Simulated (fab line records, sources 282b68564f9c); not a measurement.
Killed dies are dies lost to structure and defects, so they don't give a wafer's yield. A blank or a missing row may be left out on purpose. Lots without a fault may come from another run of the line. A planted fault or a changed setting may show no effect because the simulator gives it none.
Which tool did it? | flow rit_cmos | 14 lots, 42 wafers sampled, at 3 steps of a route of 202

WHAT THE GAUGES READ, wafer by wafer
RIT_ACTIVE_THK_MEAS_04.
lot  | measured    | on            | ACTIVE_NITRIDE_THK (nm)
L255 | day 1 13:32 | film_metro-03 | 151.4 152.3 152.2
L256 | day 1 20:02 | film_metro-03 | 151.0 150.9 151.1
L257 | day 2 00:10 | film_metro-03 | 147.6 148.0 147.5
L258 | day 2 04:57 | film_metro-01 | 148.9 148.6 149.1
L262 | day 3 00:33 | film_metro-02 | 147.0 147.1 148.8
L265 | day 3 16:20 | film_metro-03 | 143.5 144.4 144.6
L266 | day 3 20:40 | film_metro-03 | 143.7 143.3 143.0
L269 | day 4 12:04 | film_metro-03 | 150.0 149.1 148.0
L270 | day 4 16:58 | film_metro-01 | 147.5 148.7 148.5
L272 | day 5 03:16 | film_metro-02 | 147.8 147.6 146.0
L273 | day 5 07:35 | film_metro-03 | 147.7 148.3 147.6
L274 | day 5 14:27 | film_metro-01 | 147.1 147.4 147.4
L275 | day 5 17:48 | film_metro-03 | 147.7 148.2 148.5
L277 | day 6 04:14 | film_metro-01 | 150.2 150.2 149.4

RIT_FOX2_THK_MEAS_01.
lot  | measured    | on            | FOX2_OXIDE_THK (nm)
L255 | day 1 20:31 | film_metro-03 | 357 356 361
L256 | day 2 01:32 | film_metro-04 | 349 350 346
L257 | day 2 07:19 | film_metro-01 | 358 363 360
L258 | day 2 10:23 | film_metro-04 | 347 349 351
L262 | day 3 06:37 | film_metro-04 | 342 347 349
L265 | day 3 22:52 | film_metro-04 | 359 360 358
L269 | day 4 18:18 | film_metro-04 | 355 344 355
L270 | day 4 23:58 | film_metro-03 | 366 363 363
L272 | day 5 10:27 | film_metro-01 | 348 349 348
L273 | day 5 15:47 | film_metro-03 | 346 346 349
L274 | day 5 20:26 | film_metro-04 | 350 346 348
L275 | day 5 23:16 | film_metro-01 | 350 346 352
L277 | day 6 10:04 | film_metro-01 | 364 357 361

WHICH TOOL RAN EACH LOT (tool, then ch and the chambers of the sampled wafers, then the start)
lot  | RIT_ACTIVE_CVD_03
L255 | lpcvd-02 ch 0, day 1 12:07
L256 | lpcvd-01 ch 1, day 1 18:36
L257 | lpcvd-02 ch 1, day 1 22:44
L258 | lpcvd-02 ch 1, day 2 03:31
L262 | lpcvd-02 ch 0, day 2 23:07
L265 | lpcvd-01 ch 1, day 3 14:53
L266 | lpcvd-01 ch 0, day 3 19:14
L269 | lpcvd-02 ch 1, day 4 10:38
L270 | lpcvd-02 ch 1, day 4 15:32
L272 | lpcvd-02 ch 1, day 5 01:50
L273 | lpcvd-02 ch 0, day 5 06:10
L274 | lpcvd-02 ch 0, day 5 13:02
L275 | lpcvd-02 ch 0, day 5 16:22
L277 | lpcvd-02 ch 0, day 6 02:07
- RIT_ACTIVE_CVD_03: deposits Si3N4 from SiH2Cl2/NH3, target thk 150 nm, time 1500 s.

WHAT THE TOOLS THEMSELVES READ (means of the sampled wafers that have a number; where no wafer has one, the mark that the record gives instead)
RIT_ACTIVE_CVD_03.
lot  | tool     | susceptor_temp_C (C) | zone_power_centre_pct (%)
L255 | lpcvd-02 | 810.4                | 40.3
L256 | lpcvd-01 | 809.5                | 39.9
L257 | lpcvd-02 | 810.3                | 37.8
L258 | lpcvd-02 | 810.3                | 37.8
L262 | lpcvd-02 | 809.4                | 40.7
L265 | lpcvd-01 | 809.7                | 39.9
L266 | lpcvd-01 | 810.1                | 37.4
L269 | lpcvd-02 | 810.0                | 37.8
L270 | lpcvd-02 | 810.0                | 37.9
L272 | lpcvd-02 | 809.6                | 37.7
L273 | lpcvd-02 | 810.2                | 40.8
L274 | lpcvd-02 | 810.3                | 40.5
L275 | lpcvd-02 | 810.4                | 40.7
L277 | lpcvd-02 | 810.1                | 40.4

THE ANSWER, worked out from the rows above alone
Rule: what is usual is taken from the lots themselves. Put in order of their means at a reading, lots are off if they are a third of the lots or fewer, leave a main group of 4 or more, and stand apart from it by a gap of 3 or more times the standard deviation of the main group's means; of several such gaps the widest counts. A main group whose means are all the same, to the digits that the tables above print for the reading, isn't used. A lot without any number at a reading at which 4 lots or more have one is off too. The other lots that the step has rows for count as sound. The gauges are gone through in route order, then the tools' own readings, and for those a lot's mean is taken as printed above. The first step at which some lot is off is used, and at that step the reading that is off furthest; a lot without a number counts as furthest.
No lot is off at any reading shown: from this, nothing can be told.

WHAT THE SIMULATOR HAD PUT IN
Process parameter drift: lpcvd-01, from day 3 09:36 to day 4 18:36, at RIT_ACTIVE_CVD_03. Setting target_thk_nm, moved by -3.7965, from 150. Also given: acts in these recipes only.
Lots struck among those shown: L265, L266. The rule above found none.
